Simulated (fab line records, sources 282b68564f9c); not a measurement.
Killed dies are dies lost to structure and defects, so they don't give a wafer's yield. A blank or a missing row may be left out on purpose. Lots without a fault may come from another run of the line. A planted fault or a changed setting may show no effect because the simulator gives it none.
Which tool did it? | flow rit_cmos | 7 lots, 21 wafers sampled, at 2 steps of a route of 202

WHAT THE GAUGES READ, wafer by wafer
RIT_ACTIVE_THK_MEAS_02.
lot  | measured    | on            | ACTIVE_OXIDE_THK (nm)
L810 | day 1 22:04 | film_metro-02 | 47.0 47.5 47.2
L812 | day 2 08:12 | film_metro-03 | 47.0 46.4 46.9
L814 | day 2 23:51 | film_metro-01 | 72.9 73.1 74.1
L817 | day 3 09:50 | film_metro-01 | 47.0 46.5 47.5
L825 | day 5 01:03 | film_metro-01 | 46.6 46.1 46.7
L827 | day 5 13:52 | film_metro-01 | 47.5 46.9 46.7
L829 | day 5 21:03 | film_metro-03 | 47.8 47.9 47.4

WHICH TOOL RAN EACH LOT (tool, then ch and the chambers of the sampled wafers, then the start)
lot  | RIT_ACTIVE_OXIDATION_01
L810 | furnace-01 ch 0, day 1 20:08
L812 | furnace-03 ch 0, day 2 06:16
L814 | furnace-01 ch 0, day 2 17:26
L817 | furnace-01 ch 0, day 3 07:55
L825 | furnace-03 ch 0, day 4 23:07
L827 | furnace-04 ch 0, day 5 11:56
L829 | furnace-01 ch 0, day 5 19:07
- RIT_ACTIVE_OXIDATION_01: target thk 46.8 nm, ox time 3360 s.

THE ANSWER, worked out from the rows above alone
Rule: what is usual is taken from the lots themselves. Put in order of their means at a reading, lots are off if they are a third of the lots or fewer, leave a main group of 4 or more, and stand apart from it by a gap of 3 or more times the standard deviation of the main group's means; of several such gaps the widest counts. A main group whose means are all the same, to the digits that the tables above print for the reading, isn't used. A lot without any number at a reading at which 4 lots or more have one is off too. The other lots that the step has rows for count as sound.
Off: L814, at RIT_ACTIVE_THK_MEAS_02 (ACTIVE_OXIDE_THK). The main group: mean 47.0 nm, standard deviation 0.38.
A tool fits if, at a process step before that reading, it ran every lot that is off, and no sound lot after the first of them. The gauges at RIT_ACTIVE_THK_MEAS_02 are tried like those tools. None of those tried fits.

WHAT THE SIMULATOR HAD PUT IN
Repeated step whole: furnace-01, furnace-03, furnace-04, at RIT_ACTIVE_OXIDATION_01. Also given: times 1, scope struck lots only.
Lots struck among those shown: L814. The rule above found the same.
